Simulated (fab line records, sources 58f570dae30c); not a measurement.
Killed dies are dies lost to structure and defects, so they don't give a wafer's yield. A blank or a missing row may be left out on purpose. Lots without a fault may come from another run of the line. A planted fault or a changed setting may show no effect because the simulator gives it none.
Split-lot experiment | flow berkeley_cmos170 | 5 lots, 23 wafers read, on a route of 331 steps

THE SPLIT
At UCB170_SACOX_OXIDATION_01 (target thk 14.4 nm, ox time 2400 s), the setting ox_time_s was moved away from the recipe's 2400 s on 15 of the 23 wafers read, by -13.5% to +9.3%. The other wafers ran this setting at the recipe's value.

The file shows no step between the split and the reading.

THE READING
SACOX_OXIDE_THK, in nm, at UCB170_SACOX_THK_MEAS_02. Fault-free wafers of this fab line usually give 14.28 nm, standard deviation 0.22 nm.

wafer  | tool, chamber at the split | ox_time_s as run, s | against the recipe | SACOX_OXIDE_THK, nm | against lot-mates on the recipe
L074.1 | -, -                       | 2624                | +9.3%              | 15.14               | no lot-mate on the recipe
L074.2 | -, -                       | 2624                | +9.3%              | 15.00               | no lot-mate on the recipe
L074.4 | -, -                       | 2624                | +9.3%              | 15.10               | no lot-mate on the recipe
L074.5 | -, -                       | 2624                | +9.3%              | 14.95               | no lot-mate on the recipe
L074.6 | -, -                       | 2624                | +9.3%              | 15.16               | no lot-mate on the recipe
L075.2 | -, -                       | 2077                | -13.5%             | 12.98               | no lot-mate on the recipe
L075.3 | -, -                       | 2077                | -13.5%             | 13.15               | no lot-mate on the recipe
L075.4 | -, -                       | 2077                | -13.5%             | 13.08               | no lot-mate on the recipe
L075.5 | -, -                       | 2077                | -13.5%             | 12.90               | no lot-mate on the recipe
L075.6 | -, -                       | 2077                | -13.5%             | 12.85               | no lot-mate on the recipe
L077.1 | -, -                       | 2400                | recipe             | 13.87               | -
L077.2 | -, -                       | 2400                | recipe             | 13.91               | -
L077.3 | -, -                       | 2400                | recipe             | 13.90               | -
L077.4 | -, -                       | 2400                | recipe             | 13.90               | -
L077.6 | -, -                       | 2400                | recipe             | 13.89               | -
L079.2 | furnace-04, 0              | 2400                | recipe             | 14.21               | -
L079.3 | furnace-04, 0              | 2400                | recipe             | 14.19               | -
L079.5 | furnace-04, 0              | 2400                | recipe             | 14.46               | -
L084.1 | -, -                       | 2184                | -9.0%              | 13.40               | no lot-mate on the recipe
L084.2 | -, -                       | 2184                | -9.0%              | 13.52               | no lot-mate on the recipe
L084.3 | -, -                       | 2184                | -9.0%              | 13.34               | no lot-mate on the recipe
L084.4 | -, -                       | 2184                | -9.0%              | 13.37               | no lot-mate on the recipe
L084.5 | -, -                       | 2184                | -9.0%              | 13.45               | no lot-mate on the recipe

THE FIT
A straight line over all 23 wafers: SACOX_OXIDE_THK changes by +0.0882 nm for each +1% of ox_time_s; r = +0.98; the points scatter about the line by 0.17 nm.
Too few moved wafers have a lot-mate on the recipe to fit a line with each lot's own level taken away.

THE WHOLE CHAIN: every reading that the file lists as answering this split, in the file's order
step                      | what it does                       | reading                                                                            | change (the file's fit)                | r (the file's)
UCB170_SACOX_OXIDATION_01 | target thk 14.4 nm, ox time 2400 s | SiO2_of_SACOX_OXIDATION_01.thk_nm (the simulator's own value, which no gauge read) | +0.0894 nm for each +1% of the setting | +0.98
UCB170_SACOX_THK_MEAS_02  |                                    | SACOX_OXIDE_THK                                                                    | +0.0883 for each +1% of the setting    | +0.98

THE FILE'S OWN FIT
SACOX_OXIDE_THK changes by +0.0883 nm for each +1% of ox_time_s, r = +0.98.
